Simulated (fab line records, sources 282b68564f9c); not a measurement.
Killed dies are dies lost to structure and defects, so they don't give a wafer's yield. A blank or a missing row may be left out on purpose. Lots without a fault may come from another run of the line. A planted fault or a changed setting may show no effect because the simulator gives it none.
Split-lot experiment | flow rit_cmos | 5 lots, 23 wafers read, on a route of 202 steps

THE SPLIT
At RIT_CONTACT_EXPOSE_05 (exposes mask M11, target cd 1000 nm), the setting dose_mj was moved away from the recipe's 250 on 6 of the 23 wafers read, by -2.2% to +4.4%. The other wafers ran this setting at the recipe's value.

FROM THE SPLIT TO THE READING: what the file shows between them, 6 steps
- RIT_CONTACT_PEB_06
- RIT_CONTACT_DEVELOP_07: develop time 120 s
- RIT_CONTACT_CD_MEAS_08: target cd 1000 nm
- RIT_CONTACT_HARDBAKE_10: time 60 s
- RIT_CONTACT_ETCH_11: etches SiO2 in CHF3/CF4/Ar, stops on TiSi2, target depth 480 nm, time 320 s
- RIT_CONTACT_STRIP_12: strips in O2, time 171.1 s

THE READING
cd_nm, in nm, at RIT_CONTACT_CD_MEAS_90 (target cd 1000 nm). Fault-free wafers of this fab line usually give 1000 nm, standard deviation 3.6 nm.

wafer  | tool, chamber at the split | dose_mj as run | against the recipe | cd_nm, nm | against lot-mates on the recipe
L075.1 | iline_stepper-02, 0        | 244.4          | -2.2%              | 998       | -2
L075.2 | iline_stepper-02, 0        | 244.4          | -2.2%              | 996       | -4
L075.3 | iline_stepper-02, 0        | 250            | recipe             | 1001      | -
L075.4 | iline_stepper-02, 0        | 244.4          | -2.2%              | 995       | -5
L075.6 | iline_stepper-02, 0        | 250            | recipe             | 999       | -
L076.2 | iline_stepper-02, 0        | 261            | +4.4%              | 1013      | +14
L076.3 | iline_stepper-02, 0        | 250            | recipe             | 1001      | -
L076.4 | iline_stepper-02, 0        | 250            | recipe             | 996       | -
L076.5 | iline_stepper-02, 0        | 261            | +4.4%              | 1011      | +12
L076.6 | iline_stepper-02, 0        | 261            | +4.4%              | 1009      | +10
L079.2 | iline_stepper-01, 0        | 250            | recipe             | 997       | -
L079.3 | iline_stepper-01, 0        | 250            | recipe             | 998       | -
L079.4 | iline_stepper-01, 0        | 250            | recipe             | 998       | -
L079.5 | iline_stepper-01, 0        | 250            | recipe             | 1000      | -
L079.6 | iline_stepper-01, 0        | 250            | recipe             | 996       | -
L080.2 | iline_stepper-01, 0        | 250            | recipe             | 1008      | -
L080.3 | iline_stepper-01, 0        | 250            | recipe             | 1007      | -
L080.4 | iline_stepper-01, 0        | 250            | recipe             | 1008      | -
L080.5 | iline_stepper-01, 0        | 250            | recipe             | 1008      | -
L080.6 | iline_stepper-01, 0        | 250            | recipe             | 1008      | -
L085.2 | iline_stepper-02, 0        | 250            | recipe             | 998       | -
L085.3 | iline_stepper-02, 0        | 250            | recipe             | 998       | -
L085.4 | iline_stepper-02, 0        | 250            | recipe             | 997       | -

THE FIT
A straight line over all 23 wafers: cd_nm changes by +2.22 nm for each +1% of dose_mj; r = +0.70; the points scatter about the line by 4.2 nm.
The same after taking each lot's own level away (the mean of its wafers on the recipe; 23 wafers): +2.55 nm for each +1%; r = +0.95; scatter 1.6 nm.
On that fit, the largest move of dose_mj shifts the reading by 11 nm.
The lots' own levels span 997.7 to 1007.8 nm, that is 2.8 times the standard deviation above.
So the lot-to-lot level blurs the effect unless lot-mates are compared.
Check: with one of the wafers moved furthest among these (+4.4%) left out of the fit, the line predicts +10.6 nm for it against its lot-mates. It came out at +14.5 nm against them.

OTHER SPLITS ON THESE WAFERS
These wafers also went through other splits before the reading. Each is held against what the fit with the lots' levels taken away leaves over:
other split on the same wafers     | wafers away from the commonest value | r with cd_nm (lot level and that fit taken away)
RIT_GATE_DEVELOP_15 develop_time_s | 6                                    | -0.34
RIT_PLDD_COAT_01 resist_thk_nm     | 5                                    | +0.16
RIT_PLDD_IMPLANT_08 energy_kev     | 10                                   | -0.09
RIT_PSD_COAT_01 spin_rpm           | 12                                   | +0.00
RIT_PSD_DEVELOP_05 dev_temp_c      | 9                                    | -0.16
RIT_CONTACT_CVD_00 rf_w            | 8                                    | +0.12

THE WHOLE CHAIN: every reading that the file lists as answering this split, in the file's order
step                   | what it does                                                                | reading                                                        | change (the file's fit)              | r (the file's)
RIT_CONTACT_CD_MEAS_08 | target cd 1000 nm                                                           | cd_nm                                                          | +2.69 nm for each +1% of the setting | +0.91
RIT_CONTACT_ETCH_11    | etches SiO2 in CHF3/CF4/Ar, stops on TiSi2, target depth 480 nm, time 320 s | CONTACT.cd_nm (the simulator's own value, which no gauge read) | +2.36 nm for each +1% of the setting | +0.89
RIT_CONTACT_CD_MEAS_90 | target cd 1000 nm                                                           | cd_nm                                                          | +2.56 nm for each +1% of the setting | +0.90

THE FILE'S OWN FIT
cd_nm changes by +2.56 nm for each +1% of dose_mj, r = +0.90.
